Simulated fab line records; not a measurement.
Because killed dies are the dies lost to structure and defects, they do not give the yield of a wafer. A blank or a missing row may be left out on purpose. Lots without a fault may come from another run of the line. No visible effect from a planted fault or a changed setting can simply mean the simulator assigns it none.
What tool caused it? | flow berkeley-cmos170 | Sampling: 13 lots, 39 wafers, 3 of 331 route steps

== WHAT THE GAUGES SHOWED, per wafer ==
UCB170_M2_RS_MEAS_02: measures by four-point-probe.
lot  | measured     | on            | M2_AL_RS (ohm/sq)
L443 | day 8 23:19  | film-metro-01 | 0.0320 0.0320 0.0317
L442 | day 9 03:28  | film-metro-03 | 0.0321 0.0320 0.0319
L444 | day 9 09:13  | film-metro-01 | 0.0318 0.0319 0.0318
L447 | day 9 23:46  | film-metro-03 | 0.0327 0.0329 0.0331
L446 | day 10 00:36 | film-metro-03 | 0.0330 0.0329 0.0329
L450 | day 10 02:16 | film-metro-02 | 0.0316 0.0320 0.0318
L448 | day 10 02:33 | film-metro-03 | 0.0322 0.0321 0.0326
L449 | day 10 06:26 | film-metro-01 | 0.0322 0.0319 0.0319
L451 | day 10 11:27 | film-metro-03 | 0.0323 0.0318 0.0319
L456 | day 12 06:32 | film-metro-02 | 0.0303 0.0327 0.0324
L461 | day 12 09:50 | film-metro-02 | 0.0319 0.0330 0.0328
L459 | day 12 13:08 | film-metro-03 | 0.0324 0.0326 0.0326
L462 | day 12 17:28 | film-metro-03 | 0.0320 0.0318 0.0319

UCB170_M2_THK_MEAS_03: measures by xrf.
lot  | measured     | on            | M2_AL_THK (nm)
L443 | day 8 23:26  | film-metro-01 | 900 905 913
L442 | day 9 03:34  | film-metro-03 | 904 901 909
L444 | day 9 09:20  | film-metro-01 | 908 903 906
L447 | day 9 23:53  | film-metro-03 | 889 885 881
L446 | day 10 00:42 | film-metro-03 | 882 887 890
L450 | day 10 02:23 | film-metro-02 | 923 912 925
L448 | day 10 02:40 | film-metro-03 | 904 907 898
L449 | day 10 06:32 | film-metro-01 | 899 908 909
L451 | day 10 11:34 | film-metro-03 | 908 917 918
L456 | day 12 06:38 | film-metro-02 | 961 895 899
L461 | day 12 09:57 | film-metro-02 | 913 889 892
L459 | day 12 13:16 | film-metro-03 | 896 896 893
L462 | day 12 17:35 | film-metro-03 | 910 916 914

== TOOL THAT RAN EACH LOT (tool first, then ch and the chambers of the sampled wafers, then the start) ==
lot  | UCB170_M2_SPUTTER_01
L443 | pvd-sputter-03, day 8 23:14
L442 | pvd-sputter-01, day 9 03:21
L444 | pvd-sputter-03, day 9 09:08
L447 | pvd-sputter-03, day 9 23:41
L446 | pvd-sputter-02, day 10 00:29
L450 | pvd-sputter-01, day 10 02:11
L448 | pvd-sputter-03, day 10 02:28
L449 | pvd-sputter-01, day 10 06:20
L451 | pvd-sputter-03, day 10 11:20
L456 | pvd-sputter-03, day 12 06:24
L461 | pvd-sputter-02, day 12 09:45
L459 | pvd-sputter-02, day 12 13:03
L462 | pvd-sputter-01, day 12 17:23
- UCB170_M2_SPUTTER_01: material Al, target thk 900 nm, time 120 s.

== WHAT THE TOOLS THEMSELVES READ (means of the sampled wafers that have a number; where no wafer has one, the mark that the record gives instead) ==
UCB170_M2_SPUTTER_01.
lot  | tool           | cathode-dc-power-W (W) | throttle-valve-pct (%)
L443 | pvd-sputter-03 | 6000.2                 | 30.2
L442 | pvd-sputter-01 | 6000.2                 | 31.3
L444 | pvd-sputter-03 | 6000.5                 | 29.6
L447 | pvd-sputter-03 | 6000.3                 | 29.9
L446 | pvd-sputter-02 | 5998.8                 | 30.3
L450 | pvd-sputter-01 | 6000.3                 | 31.1
L448 | pvd-sputter-03 | 6000.3                 | 29.9
L449 | pvd-sputter-01 | 6000.3                 | 31.3
L451 | pvd-sputter-03 | 5998.8                 | 30.5
L456 | pvd-sputter-03 | 6138.0                 | 29.6
L461 | pvd-sputter-02 | 6000.3                 | 29.7
L459 | pvd-sputter-02 | 6001.3                 | 30.3
L462 | pvd-sputter-01 | 6000.2                 | 31.3

== THE ANSWER, worked out from the rows above alone ==
Rule: what is usual is taken from the lots themselves. The widest of any qualifying gaps counts: lots, ordered by their means at a reading, are off when they make up no more than a third of the lots, leave a main group of 4 or more, and stand apart from it by 3 or more times the standard deviation of that group's means. Not used: any main group whose means are identical at the precision the tables above print for the reading. Also off: a lot with no number at a reading for which 4 or more lots have one. Where the step has rows for the other lots, those lots are counted as sound. The gauges are gone through in route order, then the tools' own readings, and for those a lot's mean is taken as printed above. At the first step where some lot is off, the reading lying furthest off is the one used; lots without a number count as furthest.
Off, at UCB170_M2_SPUTTER_01 on cathode-dc-power-W: L456. The main group: mean 6000.1 W, standard deviation 0.66.
If a tool, at that step or one of the process steps before it, ran each lot that is off and ran no sound lot following the first of them, it fits. One fits: UCB170_M2_SPUTTER_01 on pvd-sputter-03. Its last sound lot is L451 (day 10 11:20), its first lot that is off L456 (day 12 06:24): a fault that began between those two fits.
The tool's own readings at UCB170_M2_SPUTTER_01 bear it out: on the lots that are off they differ by more than 5 times the standard deviation of the sound lots' means. cathode-dc-power-W reads 6138.0 W there against 6000.1 W on the sound lots.

== WHAT THE SIMULATOR HAD PUT IN ==
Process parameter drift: pvd-sputter-03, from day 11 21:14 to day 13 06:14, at UCB170_M2_SPUTTER_01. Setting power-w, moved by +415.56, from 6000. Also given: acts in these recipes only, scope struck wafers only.
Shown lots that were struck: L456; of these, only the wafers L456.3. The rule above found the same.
